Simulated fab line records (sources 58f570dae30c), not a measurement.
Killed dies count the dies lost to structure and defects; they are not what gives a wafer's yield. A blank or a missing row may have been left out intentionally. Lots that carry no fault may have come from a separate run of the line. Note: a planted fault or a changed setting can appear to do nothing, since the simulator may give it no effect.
What tool caused it? ; flow berkeley_cmos170 ; Sampling: 10 lots, 30 wafers, 2 of 331 route steps

== WHAT THE GAUGES READ, wafer by wafer ==
UCB170_PSD_OVL_MEAS_07.
lot;measured;on;PSD_OVL (nm)
L650;day 7 15:47;overlay-01;-5 -6 -9
L651;day 7 15:14;overlay-01;1 1 6
L653;day 7 14:57;overlay-02;4 9 7
L652;day 7 14:14;overlay-01;-1 1 -6
L658;day 9 02:35;overlay-02;10 -6 0
L656;day 9 02:52;overlay-02;179 178 177 185 182 182
L662;day 9 22:05;overlay-01;186 181 184 190 186 187
L668;day 10 12:43;overlay-02;-1 -14 10
L669;day 10 12:26;overlay-01;-4 -12 -15
L671;day 11 05:05;overlay-01;2 -2 5

== WHAT TOOL EACH LOT RAN ON (gives the tool, then ch and the chambers of the sampled wafers, and finally the start) ==
lot;UCB170_PSD_EXPOSE_03
L650;krf_scanner-01 ch 0, day 7 14:35
L651;krf_scanner-02 ch 0, day 7 14:23
L653;krf_scanner-01 ch 0, day 7 14:06
L652;krf_scanner-01 ch 0, day 7 13:30
L658;krf_scanner-02 ch 0, day 9 00:28
L656;krf_scanner-01 ch 0, day 9 01:05
L662;krf_scanner-01 ch 0, day 9 21:35
L668;krf_scanner-02 ch 0, day 10 11:24
L669;krf_scanner-02 ch 0, day 10 11:16
L671;krf_scanner-02 ch 0, day 11 04:21
- UCB170_PSD_EXPOSE_03: exposes mask PSELECT MOD, target cd 1200 nm.

== THE ANSWER, worked out from the rows above alone ==
Rule: what is usual is taken from the lots themselves. The widest of any qualifying gaps counts: lots, ordered by their means at a reading, are off when they make up no more than a third of the lots, leave a main group of 4 or more, and stand apart from it by 3 or more times the standard deviation of that group's means. Not used: any main group whose means are identical at the precision the tables above print for the reading. A lot without any number at a reading at which 4 lots or more have one is off too. The other lots that the step has rows for count as sound.
Off: at UCB170_PSD_OVL_MEAS_07 (PSD_OVL), L656, L662. Mean -1 nm and standard deviation 5.1 in the main group.
A tool fits if, at a process step before that reading, it ran every lot that is off, and no sound lot after the first of them. Gauges at UCB170_PSD_OVL_MEAS_07: tried the same way as those tools. One candidate fits, namely krf_scanner-01 at UCB170_PSD_EXPOSE_03. A fault onset in the window from L650 (day 7 14:35, its last sound lot) to L656 (day 9 01:05, its first lot off) fits.

== WHAT THE SIMULATOR HAD PUT IN ==
Scanner matching overlay: krf_scanner-01, from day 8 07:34 on, at UCB170_PSD_EXPOSE_03. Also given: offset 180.
Struck lots among those shown: L656, L662. This agrees with what the rule above found.
